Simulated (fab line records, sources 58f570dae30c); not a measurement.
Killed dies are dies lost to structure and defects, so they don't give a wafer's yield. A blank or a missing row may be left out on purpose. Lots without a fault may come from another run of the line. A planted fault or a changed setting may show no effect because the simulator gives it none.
Split-lot experiment | flow berkeley_cmos170 | 5 lots, 23 wafers read, on a route of 331 steps

THE SPLIT
At UCB170_M2_EXPOSE_12 (exposes mask METAL2, target cd 700 nm), the setting dose_mj was moved away from the recipe's 26 on 8 of the 23 wafers read, by -7.5% to +7.0%. The other wafers ran this setting at the recipe's value.

FROM THE SPLIT TO THE READING: what the file shows between them, 2 steps
- UCB170_M2_PEB_13
- UCB170_M2_DEVELOP_14: develop time 45 s

THE READING
cd_nm, in nm, at UCB170_M2_CD_MEAS_15 (target cd 700 nm). Fault-free wafers of this fab line usually give 700.1 nm, standard deviation 1.5 nm.

wafer  | tool, chamber at the split | dose_mj as run | against the recipe | cd_nm, nm | against lot-mates on the recipe
L074.1 | krf_scanner-01, 0          | 27.81          | +7.0%              | 689.9     | -11.6
L074.2 | krf_scanner-01, 0          | 27.81          | +7.0%              | 690.1     | -11.4
L074.3 | krf_scanner-01, 0          | 26             | recipe             | 701.5     | -
L074.4 | krf_scanner-01, 0          | 26             | recipe             | 701.5     | -
L074.6 | krf_scanner-01, 0          | 27.81          | +7.0%              | 689.3     | -12.2
L078.1 | krf_scanner-01, 0          | 26             | recipe             | 701.9     | -
L078.3 | krf_scanner-01, 0          | 26             | recipe             | 701.5     | -
L078.4 | krf_scanner-01, 0          | 26             | recipe             | 703.1     | -
L078.5 | krf_scanner-01, 0          | 26             | recipe             | 702.5     | -
L078.6 | krf_scanner-01, 0          | 26             | recipe             | 702.2     | -
L080.1 | krf_scanner-01, 0          | 26             | recipe             | 699.0     | -
L080.2 | krf_scanner-01, 0          | 25.43          | -2.2%              | 702.5     | +3.4
L080.3 | krf_scanner-01, 0          | 26             | recipe             | 699.1     | -
L080.4 | krf_scanner-01, 0          | 26             | recipe             | 699.2     | -
L080.6 | krf_scanner-01, 0          | 25.43          | -2.2%              | 702.0     | +2.9
L082.1 | krf_scanner-01, 0          | 26             | recipe             | 699.6     | -
L082.2 | krf_scanner-01, 0          | 26             | recipe             | 699.1     | -
L082.4 | krf_scanner-01, 0          | 26             | recipe             | 698.8     | -
L085.1 | krf_scanner-01, 0          | 26             | recipe             | 699.0     | -
L085.2 | krf_scanner-01, 0          | 24.06          | -7.5%              | 711.7     | +13.7
L085.4 | krf_scanner-01, 0          | 24.06          | -7.5%              | 711.7     | +13.7
L085.5 | krf_scanner-01, 0          | 26             | recipe             | 697.1     | -
L085.6 | krf_scanner-01, 0          | 24.06          | -7.5%              | 712.7     | +14.7

THE FIT
A straight line over all 23 wafers: cd_nm changes by -1.53 nm for each +1% of dose_mj; r = -0.97; the points scatter about the line by 1.5 nm.
The same after taking each lot's own level away (the mean of its wafers on the recipe; 23 wafers): -1.77 nm for each +1%; r = -1.00; scatter 0.63 nm.
On that fit, the largest move of dose_mj shifts the reading by 13 nm.
The lots' own levels span 698.05 to 702.24 nm, that is 2.8 times the standard deviation above.
So the lot-to-lot level changes the slope: the two fits differ.
Check: with one of the wafers moved furthest among these (-7.5%) left out of the fit, the line predicts +13.3 nm for it against its lot-mates. It came out at +13.7 nm against them.

OTHER SPLITS ON THESE WAFERS
These wafers also went through other splits before the reading. Each is held against what the fit with the lots' levels taken away leaves over:
other split on the same wafers  | wafers away from the commonest value | r with cd_nm (lot level and that fit taken away)
UCB170_M1_PEB_07 peb_temp_c     | 6                                    | +0.39
UCB170_V1_COAT_07 resist_thk_nm | 4                                    | +0.32
UCB170_M2_SPUTTER_01 power_w    | 8                                    | -0.23

THE WHOLE CHAIN: every reading that the file lists as answering this split, in the file's order
step                 | what it does         | reading                                                   | change (the file's fit)              | r (the file's)
UCB170_M2_CD_MEAS_15 | target cd 700 nm     | cd_nm                                                     | -1.77 nm for each +1% of the setting | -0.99
UCB170_M2_ETCH_17    | etches BARC in N2/H2 | M2.cd_nm (the simulator's own value, which no gauge read) | -1.85 nm for each +1% of the setting | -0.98

THE FILE'S OWN FIT
cd_nm changes by -1.77 nm for each +1% of dose_mj, r = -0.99.
